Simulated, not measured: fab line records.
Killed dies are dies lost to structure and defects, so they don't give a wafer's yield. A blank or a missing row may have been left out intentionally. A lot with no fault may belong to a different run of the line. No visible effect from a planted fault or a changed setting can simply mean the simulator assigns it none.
The same fault as seen by 2 desks / flow rit_cmos / each desk holds nothing but its own numbers, with what lay behind them at the end

== TOOL OWNER'S DESK, plasma_asher-03 ==
The tool's own readings at RIT_PWELL_STRIP_09 (strips in O2, time 180 s): means of the sampled wafers that have a number, for each lot that ran on this tool. If a lot's mean is further than 4 standard deviations from the usual mean, the lot is out of limits and carries the mark OUT (the distance appears in the brackets).
Columns: A = chamber_pressure_mTorr at RIT_PWELL_STRIP_09, usual 4000 mTorr; B = drypump_motor_current_A at RIT_PWELL_STRIP_09, usual 5.9 A
lot=L217; first seen here=day 2 19:31; A=4000; B=5.4
lot=L220; first seen here=day 3 11:17; A=4000; B=5.8
lot=L228; first seen here=day 5 07:05; A=4005; B=5.9
This desk found nothing out of limits on any of the 3 lots.

== FROM THE METROLOGY DESK ==
What the gauges read, lot by lot, whatever tool the lot ran on: means of the sampled wafers that have a number. If a lot's mean is further than 4 standard deviations from the usual mean, the lot is out of limits and carries the mark OUT (the distance appears in the brackets).
Columns: A = NRETRO_TW at RIT_NRETRO_TW_MEAS_10, usual 1059
lot=L213; first seen here=day 2 07:56; A=1061
lot=L215; first seen here=day 2 18:25; A=1056
lot=L216; first seen here=day 2 23:24; A=1059
lot=L217; first seen here=day 3 04:55; A=1061
lot=L219; first seen here=day 3 14:07; A=1060
lot=L220; first seen here=day 3 19:25; A=1052
lot=L221; first seen here=day 4 04:00; A=1068
lot=L222; first seen here=day 4 08:25; A=1066
lot=L223; first seen here=day 4 11:50; A=1049
lot=L225; first seen here=day 4 22:28; A=1063
lot=L227; first seen here=day 5 12:53; A=1063
lot=L228; first seen here=day 5 16:02; A=1058
lot=L234; first seen here=day 7 02:50; A=30 (-99 or more) OUT
lot=L235; first seen here=day 7 16:12; A=30 (-99 or more) OUT
Finding of this desk: L234, L235 out of limits, first seen on L234 at day 7 02:50 (NRETRO_TW at RIT_NRETRO_TW_MEAS_10). L213, L215, L216, L217, L219, L220, L221, L222, L223, L225, L227, L228: within limits.

== PUT TOGETHER ==
An alarm was possible from the metrology desk at day 7 02:50, on L234, L235.
The tool owner's desk saw nothing out of limits.
The tool owner's desk has no number on record for L234, L235.
Of the lots named, all ran RIT_PWELL_STRIP_09 on plasma_asher-03.

== WHAT WAS PUT IN BY THE SIMULATOR ==
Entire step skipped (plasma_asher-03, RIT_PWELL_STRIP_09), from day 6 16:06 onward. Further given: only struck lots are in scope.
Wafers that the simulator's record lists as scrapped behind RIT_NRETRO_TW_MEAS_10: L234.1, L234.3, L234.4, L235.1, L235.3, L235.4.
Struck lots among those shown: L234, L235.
Hours from the fault's start to each desk's first reading out of limits: the metrology desk, 11.
